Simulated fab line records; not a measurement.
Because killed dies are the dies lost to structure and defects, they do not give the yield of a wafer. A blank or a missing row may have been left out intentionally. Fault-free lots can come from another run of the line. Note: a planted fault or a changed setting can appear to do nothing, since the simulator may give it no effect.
8D (eight disciplines) problem report, filled in by code + flow berkeley-cmos170 + the parts of the form that need people (team, actions taken, sign-off) are left out

== 1. WHAT WENT WRONG ==
chamber-pressure-mTorr at UCB170_M1_ETCH_11 reads a mean of 23.986 mTorr on 6 wafers of 2 lots; wafers without a fault read 30.000 mTorr with a standard deviation of 0.027. So: -99 or more standard deviations from the usual mean.
The step: etches BARC in N2/H2.
Earliest sighting: wafer L768.3 on rie-diel-02 at day 10 14:35. The record holds 42 wafers of 14 lots with a number at this step. The rule behind "out" and "out of limits": a value lying over 4 standard deviations away from the usual mean. All remaining wafers that have a number are taken as sound.

== 2. WHAT IT IS AND WHAT IT IS NOT ==
| question                    | is                     | is not                                                                                 |
|-----------------------------|------------------------|----------------------------------------------------------------------------------------|
| which readings at this step | chamber-pressure-mTorr | drypump-motor-current-A, oes-product-au, throttle-valve-pct                            |
| which lots                  | L768, L772             | L758, L759, L761, L762, L763, L764, L766, L769, L776, L777, L778, L779                 |
| which wafers of those lots  | all that have a number | -                                                                                      |
| read on which tools         | rie-diel-02            | rie-diel-01, rie-diel-04                                                               |
| when                        | from day 10 14:35      | up to then (24 sound wafers); but 12 sound wafers of L776, L777, L778, L779 came after |

== 3. SUSPECTS, AND WHAT RULES EACH OUT ==
Counting: any tool at a process step up to the reading is kept as a suspect provided that every lot that is out went through it and no sound lot did after the first of them.
- rie-diel-02 at UCB170_M1_ETCH_11 (etches BARC in N2/H2): kept. It ran every lot that is out, first L768 (day 10 14:35), and no sound lot after that; its last sound lot up to then is L766 (day 10 13:09). On those wafers its own readings are out: chamber-pressure-mTorr.
After counting, what remains is rie-diel-02 at UCB170_M1_ETCH_11.

== 4. THE CAUSE (what the simulator had put in) ==
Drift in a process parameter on rie-diel-02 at UCB170_M1_ETCH_11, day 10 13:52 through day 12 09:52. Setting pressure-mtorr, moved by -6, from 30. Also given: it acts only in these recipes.
After counting, this tool was the only one left.

== 5. SEQUENCE OF EFFECTS, ordered by route ==
Rows list readings where the struck wafers' mean (over those with a number) sits beyond 3 standard deviations from the usual. Readings are gone through only where the record gives a usual standard deviation; hours: the median, over the lots, of the time from a lot's start at the first step in this table giving one to that lot's start at this step; sigmas: the change measured in usual standard deviations.
| hours | step              | reading                | usual        | on struck wafers | change | sigmas      |
|-------|-------------------|------------------------|--------------|------------------|--------|-------------|
| 0     | UCB170_M1_ETCH_11 | chamber-pressure-mTorr | 30.000 mTorr | 23.986           | -6.014 | -99 or more |
It contains these process steps:
- UCB170_M1_ETCH_11: etches BARC in N2/H2.
At these later measuring or inspecting steps, every struck wafer for which the step has a row has a number for every such reading, and none has moved that far: UCB170_V1_BOW_MEAS_03.

== 6. WHAT WOULD HAVE CAUGHT IT SOONER ==
In this record the first reading out of limits was taken at day 10 14:35, 1 hour after the fault began at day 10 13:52.
